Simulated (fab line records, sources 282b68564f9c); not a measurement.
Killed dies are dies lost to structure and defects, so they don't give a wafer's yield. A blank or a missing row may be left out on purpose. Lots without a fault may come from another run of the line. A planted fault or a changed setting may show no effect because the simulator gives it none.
One fault seen from 2 desks | flow rit_cmos | each desk has only its own numbers; what lay behind them comes last

THE TOOL OWNER'S DESK: pvd_sputter-03
The tool's own readings at RIT_M1_SPUTTER_00 (material Al, target thk 400 nm, time 500 s): means of the sampled wafers that have a number, for each lot that ran on this tool. A lot is out of limits, marked OUT, if its mean lies more than 4 standard deviations from the usual mean; the brackets give that distance.
Columns: A = throttle_valve_pct at RIT_M1_SPUTTER_00, usual 30.2 %
lot  | first seen here | A
L208 | day 3 18:08     | 29.9
L216 | day 5 13:03     | 29.8
L222 | day 6 21:23     | 29.7
L224 | day 7 18:21     | 30.1
This desk's finding: nothing out of limits on any of the 4 lots.

THE METROLOGY DESK
What the gauges read, lot by lot, whatever tool the lot ran on: means of the sampled wafers that have a number. A lot is out of limits, marked OUT, if its mean lies more than 4 standard deviations from the usual mean; the brackets give that distance.
Columns: A = M1_AL_RS at RIT_M1_RS_MEAS_01, usual 0.0735 ohm/sq; B = M1_AL_THK at RIT_M1_THK_MEAS_02, usual 400 nm
lot  | first seen here | A                 | B
L206 | day 3 16:13     | 0.0728            | 404
L207 | day 3 16:43     | 0.0748            | 393
L208 | day 3 18:28     | 0.0734            | 398
L209 | day 4 05:20     | 0.0732            | 400
L211 | day 4 12:10     | 0.0737            | 399
L213 | day 4 21:47     | 0.0739            | 396
L215 | day 5 09:28     | 0.0735            | 400
L216 | day 5 13:23     | 0.0733            | 400
L217 | day 5 13:55     | 0.0726            | 405
L222 | day 6 21:41     | 0.0771 (+4.3) OUT | 382
L224 | day 7 18:40     | 0.0764            | 387
L227 | day 8 08:29     | 0.0739            | 397
L228 | day 8 17:04     | 0.0737            | 398
L229 | day 8 23:23     | 0.0725            | 407
This desk's finding: out of limits on L222; first on L222, day 6 21:41 (M1_AL_RS at RIT_M1_RS_MEAS_01). In limits: L206, L207, L208, L209, L211, L213, L215, L216, L217, L224, L227, L228, L229.

PUT TOGETHER
The metrology desk could have raised an alarm at day 6 21:41, on L222.
The tool owner's desk saw nothing out of limits.
The tool owner's desk has L222 on record, within its limits.
Of the lots named, all ran RIT_M1_SPUTTER_00 on pvd_sputter-03.

WHAT THE SIMULATOR HAD PUT IN
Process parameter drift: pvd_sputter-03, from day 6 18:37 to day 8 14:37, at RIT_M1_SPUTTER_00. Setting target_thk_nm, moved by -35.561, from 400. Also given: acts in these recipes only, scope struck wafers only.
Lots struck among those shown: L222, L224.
Hours from the fault's start to each desk's first reading out of limits: the metrology desk, 3.
